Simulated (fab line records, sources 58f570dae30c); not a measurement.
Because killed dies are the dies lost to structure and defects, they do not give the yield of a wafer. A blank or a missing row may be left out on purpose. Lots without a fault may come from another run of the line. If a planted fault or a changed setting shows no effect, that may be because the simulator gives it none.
Which tool is to blame? ; flow berkeleyCmos170 ; 7 lots with 21 wafers sampled at 2 steps, on a route of 331 steps

== WHAT THE GAUGES SHOWED, per wafer ==
UCB170_PFIELD_TW_MEAS_09.
lot;measured;on;PFIELD_TW
L704;day 4 08:55;filmMetro-02;752.9 749.4 753.0 757.9 754.9 749.4
L711;day 5 14:56;filmMetro-01;602.2 604.8 605.4
L709;day 6 09:04;filmMetro-02;605.0 602.8 604.2
L717;day 7 12:27;filmMetro-01;603.1 600.9 601.1
L721;day 8 04:53;filmMetro-01;597.6 600.5 600.0
L723;day 8 09:10;filmMetro-03;605.2 602.1 601.2
L724;day 8 16:00;filmMetro-01;601.8 601.0 602.0

== WHICH TOOL RAN EACH LOT (tool, then ch and the chambers of the sampled wafers, then the start) ==
lot;UCB170_PFIELD_IMPLANT_07
L704;implanter-04 ch 0, day 4 08:21
L711;implanter-02 ch 0, day 5 14:41
L709;implanter-02 ch 0, day 6 08:50
L717;implanter-01 ch 0, day 7 12:12
L721;implanter-02 ch 0, day 8 04:38
L723;implanter-02 ch 0, day 8 08:55
L724;implanter-01 ch 0, day 8 15:46
- UCB170_PFIELD_IMPLANT_07

== THE ANSWER, worked out from the rows above alone ==
Rule: the usual values come from the lots themselves. The widest of any qualifying gaps counts: lots, ordered by their means at a reading, are off when they make up no more than a third of the lots, leave a main group of 4 or more, and stand apart from it by 3 or more times the standard deviation of that group's means. The tables above print the reading to a certain number of digits; a main group whose means all agree to those digits is not used. A lot without any number at a reading at which 4 lots or more have one is off too. All remaining lots with rows at the step are treated as sound.
Off: at UCB170_PFIELD_TW_MEAS_09 (PFIELD_TW), L704. For the main group the mean is 602.3 and the standard deviation 1.6.
If a tool, at a process step before that reading, ran all the lots that are off and no sound lot after the first of them, it fits. Gauges at UCB170_PFIELD_TW_MEAS_09: tried the same way as those tools. One fits: UCB170_PFIELD_IMPLANT_07 on implanter-04. It ran no sound lot before its first lot that is off in this sample, so the start can't be narrowed down.

== WHAT THE SIMULATOR PUT IN ==
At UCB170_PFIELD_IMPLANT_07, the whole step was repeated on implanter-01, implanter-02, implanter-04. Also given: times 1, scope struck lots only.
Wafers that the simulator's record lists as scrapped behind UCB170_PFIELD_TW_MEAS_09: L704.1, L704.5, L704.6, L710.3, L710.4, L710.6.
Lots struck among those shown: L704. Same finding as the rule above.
